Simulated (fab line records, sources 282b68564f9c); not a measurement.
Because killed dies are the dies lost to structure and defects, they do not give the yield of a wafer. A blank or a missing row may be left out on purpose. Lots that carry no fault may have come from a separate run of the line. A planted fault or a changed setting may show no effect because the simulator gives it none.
fab line records	flow rit-cmos
[record] lots = 14	wafers = 42	last-day = 7
route steps=202 shown ACTIVE@3 NLDD@108 CONTACT@181 M1@198
lots that met no fault: taken from a fault-free run of the same line
start-h: hours from the record's opening day to when the first of the lot's shown wafers began	wait-h: how many hours have passed since the lot's step before this one	" repeats the value in the row above	L1.1+2: a row that stands for several wafers	- value missing, or start not given	* or withheld: withheld	< > ~ a bound
route shown NAME@n: a module of which the file shows steps, and the number in the route of the first	usual: mean/standard deviation taken from wafers without a fault	same: alike in all rows	chamber/n: place in a boat	sites: each site's reading	_std_site: how widely they spread, as a standard deviation	_edge_site: mean of outer sites minus mean of inner sites	radius-mm: how far each site lies from the wafer's centre	mask NAME#n: copy n	behind: the last tool/chamber to shape the wafer	hold: cause of the lot's hold/its duration in hours/its outcome	device: names the non-switching transistor (n, p or np)	end of line: tests run on the same wafers once the route is complete	a step with no rows: only its recipe	killed: count of dies lost to structure and defects at first sort (not the wafer's yield)	map: the dies of a wafer, with x for killed, . for not killed, _ for no die there
set.NAME: setting as actually run; set.NAME@STEP: the setting as run at that earlier step	model.NAME: the simulator's own value behind a step, which no gauge read
the route's steps for a sample of lots (tables are steps, rows are wafers)
services: from which hour (start-h, from the record's first day; less than 0 if before it) a tool's chamber was out of use, for how many hours, and why
[[steps]]
[step RIT_ACTIVE_THK_MEAS_02]
[recipe] reads = SiO2_of_ACTIVE_OXIDATION_01
[usual] ACTIVE_OXIDE_THK = 47.0/0.98
lot.wafer	tool	chamber	start-h	wait-h	ACTIVE_OXIDE_THK[nm]
L463.1	film-metro-02	-	17.05	0.0	47.2
L463.3	"	-	"	"	46.7
L463.5	"	-	"	"	46.2
L465.3	film-metro-02	-	27.33	0.0	47.8
L465.4	"	-	"	"	46.7
L465.6	"	-	"	"	46.9
L466.1	film-metro-04	-	34.24	0.0	48.0
L466.2	"	-	"	"	48.2
L466.6	"	-	"	"	46.5
L467.1	film-metro-04	-	38.56	0.0	47.6
L467.3	"	-	"	"	47.4
L467.4	"	-	"	"	47.2
L468.1	film-metro-03	-	42.77	0.0	47.3
L468.3	"	-	"	"	47.8
L468.6	"	-	"	"	46.9
L470.2	film-metro-04	-	54.72	0.0	46.2
L470.4	"	-	"	"	47.6
L470.5	"	-	"	"	46.9
L471.3	film-metro-04	-	60.16	0.0	49.2
L471.5	"	-	"	"	48.9
L471.6	"	-	"	"	49.4
L475.4	film-metro-04	-	77.34	0.0	46.5
L475.5	"	-	"	"	46.3
L475.6	"	-	"	"	45.9
L477.2	film-metro-04	-	88.78	0.0	46.9
L477.3	"	-	"	"	47.3
L477.5	"	-	"	"	46.8
L478.2	film-metro-03	-	92.96	0.0	46.9
L478.3	"	-	"	"	47.3
L478.5	"	-	"	"	46.3
L479.1	film-metro-03	-	97.27	0.0	48.5
L479.3	"	-	"	"	47.4
L479.6	"	-	"	"	46.4
L482.2	film-metro-02	-	112.47	0.0	47.4
L482.3	"	-	"	"	47.8
L482.6	"	-	"	"	47.3
L483.1	film-metro-04	-	117.05	0.0	46.6
L483.2	"	-	"	"	46.2
L483.4	"	-	"	"	46.7
L484.1	film-metro-02	-	122.88	0.0	46.6
L484.3	"	-	"	"	46.6
L484.6	"	-	"	"	45.9
[step RIT_NLDD_DEVELOP_05]
[recipe] resist = NOVOLAK	develop-time-s = 50	dev-temp-c = 23
[usual] developer-temp-C = 23.01/0.086
lot.wafer	tool	chamber	start-h	wait-h	developer-temp-C
L463.1	litho-track-03	0	51	-	23.01
L463.3	"	0	52	-	23.00
L463.5	"	0	"	"	23.08
L465.3	litho-track-03	0	66	-	23.07
L465.4	"	0	"	"	22.98
L465.6	"	0	"	"	23.08
L466.1	litho-track-03	0	71	-	23.24
L466.2	"	0	"	"	23.15
L466.6	"	0	"	"	23.14
L467.1	litho-track-03	0	76	-	22.99
L467.3	"	0	"	"	22.88
L467.4	"	0	"	"	22.94
L468.1	litho-track-01	0	82	-	23.10
L468.3	"	0	83	-	23.05
L468.6	"	0	"	"	23.15
L470.2	litho-track-03	0	90	-	22.93
L470.4	"	0	"	"	22.97
L470.5	"	0	"	"	23.12
L471.3	litho-track-01	0	94	-	22.98
L471.5	"	0	"	"	22.95
L471.6	"	0	"	"	23.05
L475.4	litho-track-01	0	111	-	25.16
L475.5	"	0	"	"	25.36
L475.6	"	0	"	"	25.32
L477.2	litho-track-04	0	121	-	23.01
L477.3	"	0	"	"	23.11
L477.5	"	0	"	"	22.96
L478.2	litho-track-01	0	124	-	25.38
L478.3	"	0	"	"	25.38
L478.5	"	0	"	"	25.30
L479.1	litho-track-03	0	131	-	23.10
L479.3	"	0	"	"	23.04
L479.6	"	0	"	"	22.91
L482.2	litho-track-04	0	145	-	23.05
L482.3	"	0	"	"	23.05
L482.6	"	0	146	-	22.83
L483.1	litho-track-03	0	150	-	23.00
L483.2	"	0	"	"	23.00
L483.4	"	0	"	"	22.96
L484.1	litho-track-04	0	153	-	22.98
L484.3	"	0	"	"	23.04
L484.6	"	0	"	"	23.04
[step RIT_CONTACT_CD_MEAS_90]
[recipe] target-cd-nm = 1000
[usual] cd-nm = 1000.8/2.3
lot.wafer	tool	chamber	start-h	wait-h	cd-nm
L463.1	cd-sem-01	-	62.98	0.1	1000.7
L463.3	"	-	"	"	1000.3
L463.5	"	-	"	"	999.2
L465.3	cd-sem-02	-	77.93	0.1	1001.9
L465.4	"	-	"	"	998.8
L465.6	"	-	"	"	999.3
L466.1	cd-sem-02	-	82.21	0.1	1001.3
L466.2	"	-	"	"	1000.5
L466.6	"	-	"	"	1003.0
L467.1	cd-sem-02	-	87.19	0.1	1004.8
L467.3	"	-	"	"	1006.8
L467.4	"	-	"	"	1004.4
L468.1	cd-sem-01	-	93.75	0.1	996.8
L468.3	"	-	"	"	995.2
L468.6	"	-	"	"	997.4
L470.2	cd-sem-02	-	102.72	0.1	998.1
L470.4	"	-	"	"	995.9
L470.5	"	-	"	"	998.3
L471.3	cd-sem-01	-	105.60	0.1	999.1
L471.5	"	-	"	"	1001.3
L471.6	"	-	"	"	999.8
L475.4	cd-sem-02	-	122.41	0.1	1002.8
L475.5	"	-	"	"	1001.9
L475.6	"	-	"	"	1003.6
L477.2	cd-sem-01	-	132.84	0.1	1001.1
L477.3	"	-	"	"	1002.0
L477.5	"	-	"	"	1001.1
L478.2	cd-sem-02	-	135.50	0.1	1002.9
L478.3	"	-	"	"	1004.9
L478.5	"	-	"	"	1002.7
L479.1	cd-sem-02	-	142.69	0.1	1000.5
L479.3	"	-	"	"	1001.4
L479.6	"	-	"	"	1000.2
L482.2	cd-sem-01	-	157.20	0.1	999.6
L482.3	"	-	"	"	998.4
L482.6	"	-	"	"	998.7
L483.1	cd-sem-01	-	161.94	0.1	999.7
L483.2	"	-	"	"	997.5
L483.4	"	-	"	"	999.8
L484.1	cd-sem-02	-	164.30	0.1	1000.9
L484.3	"	-	"	"	999.6
L484.6	"	-	"	"	999.7
[step RIT_M1_STRIP_14]
[recipe] chemistry = O2	time-s = 180	platen-temp-c = withheld	power-w = 500	pressure-mtorr = 4000	o2-flow-sccm = 4000
[usual] drypump-motor-current-A = 5.93/0.23
lot.wafer	tool	chamber	start-h	wait-h	drypump-motor-current-A	rf-hours-counter-h
L463.1	plasma-asher-04	0	66.23	0.0	6.21	26
L463.3	"	1	"	"	6.21	-
L463.5	"	0	"	"	6.22	-
L465.3	plasma-asher-04	0	80.51	0.1	6.20	-
L465.4	"	1	"	"	6.20	-
L465.6	"	0	"	"	6.19	-
L466.1	plasma-asher-04	1	84.97	0.0	6.17	28
L466.2	"	0	"	"	6.21	28
L466.6	"	1	"	"	6.17	-
L467.1	plasma-asher-01	0	89.82	0.0	5.84	44
L467.3	"	1	"	"	5.78	-
L467.4	"	0	"	"	5.82	-
L468.1	plasma-asher-01	1	96.50	0.0	5.78	45
L468.3	"	0	"	"	5.80	-
L468.6	"	0	"	"	5.82	-
L470.2	plasma-asher-01	0	105.52	0.0	5.84	46
L470.4	"	1	"	"	5.78	-
L470.5	"	1	"	"	5.78	-
L471.3	plasma-asher-04	0	108.31	0.1	6.16	-
L471.5	"	1	"	"	6.23	-
L471.6	"	0	"	"	6.18	-
L475.4	plasma-asher-03	0	125.15	0.1	5.77	-
L475.5	"	0	"	"	5.77	-
L475.6	"	1	"	"	5.63	-
L477.2	plasma-asher-03	1	135.55	0.0	5.64	51
L477.3	"	1	"	"	5.66	-
L477.5	"	0	"	"	5.77	-
L478.2	plasma-asher-01	1	140.07	0.0	5.77	50
L478.3	"	0	"	"	5.81	-
L478.5	"	0	"	"	5.82	-
L479.1	plasma-asher-03	0	145.59	0.0	5.77	52
L479.3	"	1	"	"	5.65	-
L479.6	"	0	"	"	5.76	-
L482.2	plasma-asher-03	0	159.75	0.0	5.77	53
L482.3	"	1	"	"	5.65	-
L482.6	"	1	"	"	5.65	-
L483.1	plasma-asher-03	1	164.63	0.0	5.65	54
L483.2	"	0	"	"	5.77	54
L483.4	"	0	"	"	5.76	-
L484.1	plasma-asher-03	0	166.87	0.0	5.76	54
L484.3	"	0	"	"	5.76	-
L484.6	"	1	"	"	5.64	-
[step RIT_M1_PROBE_99]
[usual] killed-at-contacts = 0.1/0.36	killed-at-front-end = 7/3.1	killed-dies = 7/3.1	killed-open = 3.6/2.1	killed-short = 3.2/1.9
[same] gross-dies = 264	killed_at_M0_to_M3 = 0	killed_at_M4_up = 0	killed-at-back-side = 0	killed-at-other = 0
lot.wafer	tool	chamber	start-h	wait-h	killed-at-contacts	killed-at-front-end	killed-dies	killed-open	killed-short
L463.1	prober-02	-	68.15	0.1	0	14	14	6	8
L463.3	prober-02	-	68.25	0.2	0	11	11	5	6
L463.5	prober-02	-	68.35	0.2	0	13	13	6	7
L465.3	prober-02	-	82.47	0.2	0	6	6	1	5
L465.4	prober-02	-	82.52	0.2	0	8	8	5	3
L465.6	prober-02	-	82.62	0.2	0	6	6	2	4
L466.1	prober-01	-	86.88	0.1	0	8	8	5	3
L466.2	prober-01	-	86.93	0.1	0	6	6	5	1
L466.6	prober-01	-	87.13	0.2	0	5	5	2	3
L467.1	prober-02	-	91.74	0.1	0	6	6	3	3
L467.3	prober-02	-	91.84	0.2	0	5	5	3	2
L467.4	prober-02	-	91.89	0.2	0	9	9	6	3
L468.1	prober-01	-	98.42	0.1	0	6	6	3	3
L468.3	prober-01	-	98.52	0.2	0	8	8	2	6
L468.6	prober-01	-	98.67	0.2	0	8	8	6	2
L470.2	prober-01	-	107.49	0.1	0	5	5	3	2
L470.4	prober-01	-	107.59	0.2	0	8	8	4	4
L470.5	prober-01	-	107.64	0.2	1	7	8	3	5
L471.3	prober-02	-	110.26	0.2	0	9	9	5	4
L471.5	prober-02	-	110.36	0.2	0	13	13	7	6
L471.6	prober-02	-	110.41	0.2	0	3	3	1	2
L475.4	prober-02	-	127.16	0.2	0	11	11	6	5
L475.5	prober-02	-	127.21	0.2	0	8	8	4	4
L475.6	prober-02	-	127.26	0.2	0	6	6	2	4
L477.2	prober-02	-	137.52	0.1	0	1	1	1	0
L477.3	prober-02	-	137.57	0.2	0	1	1	0	1
L477.5	prober-02	-	137.67	0.2	0	9	9	5	4
L478.2	prober-01	-	145.07	0.1	0	5	5	2	3
L478.3	prober-01	-	145.12	0.2	0	5	5	1	4
L478.5	prober-01	-	145.22	0.2	0	4	4	3	1
L479.1	prober-02	-	147.55	0.1	0	12	12	6	6
L479.3	prober-02	-	147.65	0.2	0	11	11	7	4
L479.6	prober-02	-	147.80	0.2	0	6	6	4	2
L482.2	prober-01	-	161.76	0.1	0	10	10	5	5
L482.3	prober-01	-	161.81	0.2	0	7	7	2	5
L482.6	prober-01	-	161.96	0.2	0	6	6	4	2
L483.1	prober-02	-	166.54	0.1	0	5	5	4	1
L483.2	prober-02	-	166.59	0.1	0	2	2	0	2
L483.4	prober-02	-	166.69	0.2	0	6	6	3	3
L484.1	prober-01	-	168.78	0.1	0	9	9	5	4
L484.3	prober-01	-	168.88	0.2	0	2	2	1	1
L484.6	prober-01	-	169.03	0.2	1	5	6	4	2
// killed by level:class
L463.1 SPACER:geometric-particle:short=3 SILICIDE:geometric-particle:short=3 GATE:geometric-particle:short=2 REOX:geometric-particle:open=2 FOX1:geometric-particle:open=1 GATE:geometric-particle:open=1 SPACER:geometric-particle:open=1 SILICIDE:geometric-particle:open=1
L463.3 GATE:geometric-particle:short=3 GATE:geometric-particle:open=2 SILICIDE:geometric-particle:short=2 ACTIVE:geometric-particle:open=1 REOX:geometric-particle:open=1 SPACER:geometric-particle:short=1 SILICIDE:geometric-particle:open=1
L463.5 GATE:geometric-particle:short=4 GATE:geometric-particle:open=2 SILICIDE:geometric-particle:open=2 SILICIDE:geometric-particle:short=2 REOX:geometric-particle:open=1 SPACER:geometric-particle:open=1 SPACER:geometric-particle:short=1
L465.3 FOX1:geometric-particle:short=2 GATE:geometric-particle:short=1 REOX:geometric-particle:open=1 REOX:geometric-particle:short=1 SILICIDE:geometric-particle:short=1
L465.4 FOX1:geometric-particle:open=2 FOX2:geometric-particle:open=2 GATE:geometric-particle:open=1 GATE:geometric-particle:short=1 REOX:geometric-particle:short=1 SPACER:geometric-particle:short=1
L465.6 GATE:geometric-particle:short=2 FOX1:geometric-particle:short=1 GATE:geometric-particle:open=1 REOX:geometric-particle:open=1 SPACER:geometric-particle:short=1
L466.1 FOX1:geometric-particle:open=2 GATE:geometric-particle:open=2 SPACER:geometric-particle:short=2 REOX:geometric-particle:short=1 SPACER:geometric-particle:open=1
L466.2 GATE:geometric-particle:open=2 REOX:geometric-particle:open=2 FOX1:geometric-particle:open=1 SPACER:geometric-particle:short=1
L466.6 SILICIDE:geometric-particle:short=2 FOX1:geometric-particle:short=1 GATE:geometric-particle:open=1 SILICIDE:geometric-particle:open=1
L467.1 GATE:geometric-particle:open=2 FOX1:geometric-particle:short=1 FOX2:geometric-particle:short=1 SPACER:geometric-particle:short=1 SILICIDE:geometric-particle:open=1
L467.3 FOX2:geometric-particle:open=2 GATE:geometric-particle:open=1 GATE:geometric-particle:short=1 REOX:geometric-particle:short=1
L467.4 GATE:geometric-particle:open=2 GATE:geometric-particle:short=2 FOX1:geometric-particle:open=1 FOX2:geometric-particle:open=1 REOX:geometric-particle:open=1 SPACER:geometric-particle:open=1 SILICIDE:geometric-particle:short=1
L468.1 SILICIDE:geometric-particle:short=2 REOX:geometric-particle:short=1 REOX:geometric-particle:open=1 SPACER:geometric-particle:open=1 SILICIDE:geometric-particle:open=1
L468.3 GATE:geometric-particle:short=3 GATE:geometric-particle:open=2 SPACER:geometric-particle:short=2 REOX:geometric-particle:short=1
L468.6 FOX2:geometric-particle:open=2 GATE:geometric-particle:open=2 REOX:geometric-particle:open=2 GATE:geometric-particle:short=1 REOX:geometric-particle:short=1
L470.2 GATE:geometric-particle:open=3 GATE:geometric-particle:short=2
L470.4 GATE:geometric-particle:open=3 GATE:geometric-particle:short=3 REOX:geometric-particle:open=1 SPACER:geometric-particle:short=1
L470.5 GATE:geometric-particle:open=3 SILICIDE:geometric-particle:short=2 FOX2:geometric-particle:short=1 GATE:geometric-particle:short=1 CONTACT:geometric-particle:short=1
L471.3 FOX1:geometric-particle:open=3 FOX1:geometric-particle:short=2 FOX2:geometric-particle:open=2 FOX2:geometric-particle:short=2
L471.5 GATE:geometric-particle:open=3 GATE:geometric-particle:short=2 SPACER:geometric-particle:short=2 FOX1:geometric-particle:open=1 FOX2:geometric-particle:short=1 REOX:geometric-particle:open=1 SPACER:geometric-particle:open=1 SILICIDE:geometric-particle:open=1
L471.6 FOX1:geometric-particle:open=1 FOX2:geometric-particle:short=1 SILICIDE:geometric-particle:short=1
L475.4 GATE:geometric-particle:open=2 GATE:geometric-particle:short=2 SILICIDE:geometric-particle:short=2 FOX1:geometric-particle:open=1 FOX2:geometric-particle:open=1 REOX:geometric-particle:open=1 SPACER:geometric-particle:short=1 SPACER:geometric-particle:open=1
L475.5 SPACER:geometric-particle:short=3 GATE:geometric-particle:open=2 FOX1:geometric-particle:open=1 FOX1:geometric-particle:short=1 SPACER:geometric-particle:open=1
L475.6 GATE:geometric-particle:short=2 FOX1:geometric-particle:short=1 GATE:geometric-particle:open=1 REOX:geometric-particle:short=1 SPACER:geometric-particle:open=1
L477.2 FOX1:geometric-particle:open=1
L477.3 FOX1:geometric-particle:short=1
L477.5 GATE:geometric-particle:open=4 GATE:geometric-particle:short=4 SPACER:geometric-particle:open=1
L478.2 GATE:geometric-particle:open=2 GATE:geometric-particle:short=2 SPACER:geometric-particle:short=1
L478.3 SILICIDE:geometric-particle:short=3 FOX2:geometric-particle:short=1 GATE:geometric-particle:open=1
L478.5 GATE:geometric-particle:open=2 REOX:geometric-particle:short=1 REOX:geometric-particle:open=1
L479.1 REOX:geometric-particle:short=3 FOX1:geometric-particle:open=2 FOX1:geometric-particle:short=1 FOX2:geometric-particle:open=1 GATE:geometric-particle:open=1 GATE:geometric-particle:short=1 REOX:geometric-particle:open=1 SPACER:geometric-particle:open=1
L479.3 SPACER:geometric-particle:short=3 SPACER:geometric-particle:open=3 FOX2:geometric-particle:open=2 GATE:geometric-particle:open=2 SILICIDE:geometric-particle:short=1
L479.6 REOX:geometric-particle:open=2 FOX1:geometric-particle:open=1 GATE:geometric-particle:short=1 SPACER:geometric-particle:short=1 SILICIDE:geometric-particle:open=1
L482.2 SILICIDE:geometric-particle:short=3 SPACER:geometric-particle:open=2 FOX1:geometric-particle:open=1 GATE:geometric-particle:open=1 GATE:geometric-particle:short=1 SPACER:geometric-particle:short=1 SILICIDE:geometric-particle:open=1
L482.3 GATE:geometric-particle:short=2 SILICIDE:geometric-particle:short=2 GATE:geometric-particle:open=1 SPACER:geometric-particle:short=1 SILICIDE:geometric-particle:open=1
L482.6 REOX:geometric-particle:open=2 FOX2:geometric-particle:open=1 GATE:geometric-particle:open=1 REOX:geometric-particle:short=1 SPACER:geometric-particle:short=1
L483.1 FOX1:geometric-particle:open=2 GATE:geometric-particle:open=1 GATE:geometric-particle:short=1 SILICIDE:geometric-particle:open=1
L483.2 GATE:geometric-particle:short=2
L483.4 GATE:geometric-particle:open=2 FOX1:geometric-particle:open=1 GATE:geometric-particle:short=1 REOX:geometric-particle:short=1 SPACER:geometric-particle:short=1
L484.1 GATE:geometric-particle:open=5 GATE:geometric-particle:short=2 FOX1:geometric-particle:short=1 REOX:geometric-particle:short=1
L484.3 FOX2:geometric-particle:open=1 GATE:geometric-particle:short=1
L484.6 GATE:geometric-particle:open=2 FOX1:geometric-particle:open=1 REOX:geometric-particle:short=1 SPACER:geometric-particle:open=1 CONTACT:geometric-particle:short=1
[[services]]
tool	chamber	start-h	hours	kind
plasma-asher-04	-	105.75	0.9	repair
[[key]]
[first-sign] step = RIT_NLDD_DEVELOP_05	reading = developer-temp-C	direction = up	sigmas = 27	usual = *	struck = *
effect none on later readings
met-at RIT_NLDD_DEVELOP_05
struck-lots L475,L478
tester-left-out L475,L478
[loop-trim] step = RIT_M1_EXPOSE_06	setting = dose	lots = L478
not-acting-at RIT_ACTIVE_THK_MEAS_02,RIT_CONTACT_CD_MEAS_90,RIT_M1_STRIP_14
onset-between 94 111
[fault] kind = process-parameter-drift	tool = litho-track-01	chamber = -	onset-h = 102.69	steps = RIT_NLDD_DEVELOP_05	channel = dev-temp-c	offset = *	shape = step	end-h = 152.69	acts-in = *	stated = *
// tester-left-out: of these lots the tester's yield and bins aren't shown, on N5 and GAA mostly nor the transistor test; their killed dies are dies lost to structure and defects alone, not to doping, threshold or leakage, so they don't give the yield
// loop-trim: a control loop set the setting to another value than it would have without faults
